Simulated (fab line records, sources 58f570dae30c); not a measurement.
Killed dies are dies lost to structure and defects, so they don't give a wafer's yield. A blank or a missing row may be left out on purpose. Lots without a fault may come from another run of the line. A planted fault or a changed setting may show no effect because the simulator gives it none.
A struck lot beside a sound one | flow berkeley_cmos170 | 14 steps out of a route of 331
Sound: wafers L907.2, L907.4, L907.6. Struck: wafers L915.2, L915.3, L915.6. The cause comes at the end.
At each step with rows: each side's tool, then ch and its chambers, then its first start. Under that, the readings that differ: sound wafers | struck wafers | difference of the means | sigmas: that difference in standard deviations of wafers without a fault.
alike: readings whose means differ by less than 2 such deviations, and words and numbers that are the same on both sides. not compared: withheld readings, readings that some wafer has no value for, bounds like >300 that may hide the same value, and numbers for which the record gives no deviation and whose values overlap.
The two part at a step that has a row with sigmas, a row that says differs or no value, or rows on one side only. Numbers that don't overlap but have no deviation are shown without sigmas and don't part them. A reading that every wafer of one side lacks parts them only if that side has two wafers or more.

first, 1 step without rows for these wafers: UCB170_M1_ANNEAL_14 (time 1200 s).
UCB170_V1_CVD_00: deposits SiO2 from TEOS/O2, target thk 2000 nm, time 250 s.
  sound on pecvd-02 ch 0,1, day 8 15:22; struck on pecvd-04 ch 0,1,2, day 10 14:13
  alike: heater_power_w, pressure_mtorr
UCB170_V1_THK_MEAS_01:
  sound on film_metro-04, day 8 15:32; struck on film_metro-03, day 10 14:22
  alike: V1_TEOS_THK
UCB170_V1_CMP_02: polishes SiO2.
  sound on cmp-01 ch 1,2,3, day 8 15:41; struck on cmp-02 ch 2,3, day 10 14:25
  alike: motor_current_A
UCB170_V1_BOW_MEAS_03:
  sound on film_metro-01, day 8 15:54; struck on film_metro-01, day 10 14:44
  alike: V1_BOW
UCB170_V1_THK_MEAS_04:
  sound on film_metro-01, day 8 16:01; struck on film_metro-01, day 10 14:51
  alike: V1_POLISHED_THK
then, 5 steps without rows for these wafers: UCB170_V1_CLEAN_05 (cleans in DIW); UCB170_V1_HMDS_06 (prime time 60 s); UCB170_V1_COAT_07 (resist thk 900 nm); UCB170_V1_SOFTBAKE_08 (time 60 s); UCB170_V1_EXPOSE_09 (exposes mask VIA1, target cd 700 nm).
UCB170_V1_PEB_10:
  sound on litho_track-02 ch 0, day 8 16:58; struck on litho_track-03 ch 0, day 10 17:07
  alike: plate_sensor_t_centre_C, plate_sensor_t_edge_C
UCB170_V1_DEVELOP_11: develop time 45 s.
  sound on litho_track-02 ch 0, day 8 17:00; struck on litho_track-03, day 10 17:00
  no value came back on the struck wafers for chill_plate_temp_C (C), develop_time_s (s); on the sound wafers chill_plate_temp_C (C) reads 22.98 23.02 23.09
  reading                             | sound             | struck            | difference | sigmas
  model.KrF_of_V1_COAT_07.thk_nm (nm) | 883.3 882.8 883.3 | 901.1 903.3 902.6 | +19.2      |
UCB170_V1_CD_MEAS_12: target cd 700 nm.
  sound on cd_sem-01, day 8 17:14; struck on cd_sem-01, day 10 17:23
  reading    | sound             | struck | difference                    | sigmas
  cd_nm (nm) | 699.1 700.3 699.7 | - - -  | no value on the struck wafers |

WHERE THEY PART
First at UCB170_V1_DEVELOP_11; last, within this record, at UCB170_V1_CD_MEAS_12.

WHY: what the simulator had put in
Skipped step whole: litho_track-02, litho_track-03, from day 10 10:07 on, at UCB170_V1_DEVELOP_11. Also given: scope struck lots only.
